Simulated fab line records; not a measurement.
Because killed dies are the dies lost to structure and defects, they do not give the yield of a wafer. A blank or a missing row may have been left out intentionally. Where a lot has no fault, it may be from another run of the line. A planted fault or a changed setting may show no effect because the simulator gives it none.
Which tool was responsible? :: flow rit_cmos :: Sampling: 11 lots, 33 wafers, 3 of 202 route steps

WHAT THE GAUGES SHOWED, per wafer
RIT_PWELL_TW_MEAS_10.
lot: L733
measured: day 1 22:34
on: film_metro-03
PWELL_TW: 948 955 952

lot: L734
measured: day 2 04:06
on: film_metro-03
PWELL_TW: 940 945 945

lot: L735
measured: day 2 09:20
on: film_metro-04
PWELL_TW: 974 968 967

lot: L736
measured: day 2 13:44
on: film_metro-01
PWELL_TW: 966 969 972

lot: L737
measured: day 2 19:02
on: film_metro-03
PWELL_TW: 948 946 947

lot: L738
measured: day 2 23:41
on: film_metro-04
PWELL_TW: 962 958 962

lot: L739
measured: day 3 04:28
on: film_metro-04
PWELL_TW: 965 962 960

lot: L740
measured: day 3 10:16
on: film_metro-04
PWELL_TW: 1911 1919 1913

lot: L741
measured: day 3 14:37
on: film_metro-03
PWELL_TW: 1883 1887 1869

lot: L742
measured: day 3 20:47
on: film_metro-04
PWELL_TW: 1928 1917 1914

lot: L743
measured: day 4 02:06
on: film_metro-03
PWELL_TW: 1907 1901 1892

RIT_WELLDRIVE_RS_MEAS_02: measures by four-point-probe.
lot: L733
measured: day 2 03:50
on: film_metro-01
PWELL_RS (ohm/sq): 428.6 427.9 429.0

lot: L734
measured: day 2 09:23
on: film_metro-01
PWELL_RS (ohm/sq): 430.2 430.1 430.6

lot: L735
measured: day 2 14:37
on: film_metro-03
PWELL_RS (ohm/sq): 427.0 427.9 428.2

lot: L736
measured: day 2 19:41
on: film_metro-03
PWELL_RS (ohm/sq): 428.8 428.5 428.1

lot: L737
measured: day 3 00:17
on: film_metro-01
PWELL_RS (ohm/sq): 429.4 428.6 429.2

lot: L738
measured: day 3 04:57
on: film_metro-04
PWELL_RS (ohm/sq): 428.9 429.0 429.1

lot: L739
measured: day 3 10:02
on: film_metro-03
PWELL_RS (ohm/sq): 429.1 429.1 428.9

lot: L740
measured: day 3 15:34
on: film_metro-04
PWELL_RS (ohm/sq): 463.5 463.7 463.9

lot: L741
measured: day 3 20:20
on: film_metro-03
PWELL_RS (ohm/sq): 465.5 464.5 465.1

lot: L742
measured: day 4 02:14
on: film_metro-04
PWELL_RS (ohm/sq): 464.7 466.1 466.6

lot: L743
measured: day 4 07:34
on: film_metro-01
PWELL_RS (ohm/sq): 465.3 465.7 466.5

WHICH TOOL RAN EACH LOT (tool, then ch and the chambers of the sampled wafers, then the start)
lot: L733
RIT_PWELL_IMPLANT_08: implanter-03 ch 0, day 1 22:15

lot: L734
RIT_PWELL_IMPLANT_08: implanter-03 ch 0, day 2 03:47

lot: L735
RIT_PWELL_IMPLANT_08: implanter-03 ch 0, day 2 09:02

lot: L736
RIT_PWELL_IMPLANT_08: implanter-01 ch 0, day 2 13:24

lot: L737
RIT_PWELL_IMPLANT_08: implanter-03 ch 0, day 2 18:43

lot: L738
RIT_PWELL_IMPLANT_08: implanter-01 ch 0, day 2 23:22

lot: L739
RIT_PWELL_IMPLANT_08: implanter-03 ch 0, day 3 04:09

lot: L740
RIT_PWELL_IMPLANT_08: implanter-04 ch 0, day 3 09:59

lot: L741
RIT_PWELL_IMPLANT_08: implanter-01 ch 0, day 3 14:17

lot: L742
RIT_PWELL_IMPLANT_08: implanter-04 ch 0, day 3 20:28

lot: L743
RIT_PWELL_IMPLANT_08: implanter-01 ch 0, day 4 01:47
- RIT_PWELL_IMPLANT_08

AS READ BY THE TOOLS THEMSELVES (means over the sampled wafers that have a number; for cases with no such wafer, the mark the record gives instead)
The record holds no such reading with a usual standard deviation.

THE ANSWER, worked out from the rows above alone
Rule: the lots themselves supply what counts as usual. Put in order of their means at a reading, lots are off if they are a third of the lots or fewer, leave a main group of 4 or more, and stand apart from it by a gap of 3 or more times the standard deviation of the main group's means; of several such gaps the widest counts. A main group whose means are all the same, to the digits that the tables above print for the reading, isn't used. A lot without any number at a reading at which 4 lots or more have one is off too. Where the step has rows for the other lots, those lots are counted as sound. First the gauges in route order, then the tools' own readings, where a lot's mean is used as printed above. The first step at which some lot is off is used, and at that step the reading that is off furthest; a lot without a number counts as furthest.
Nothing can be told from this: no lot is off at any reading shown.

WHAT THE SIMULATOR PUT IN
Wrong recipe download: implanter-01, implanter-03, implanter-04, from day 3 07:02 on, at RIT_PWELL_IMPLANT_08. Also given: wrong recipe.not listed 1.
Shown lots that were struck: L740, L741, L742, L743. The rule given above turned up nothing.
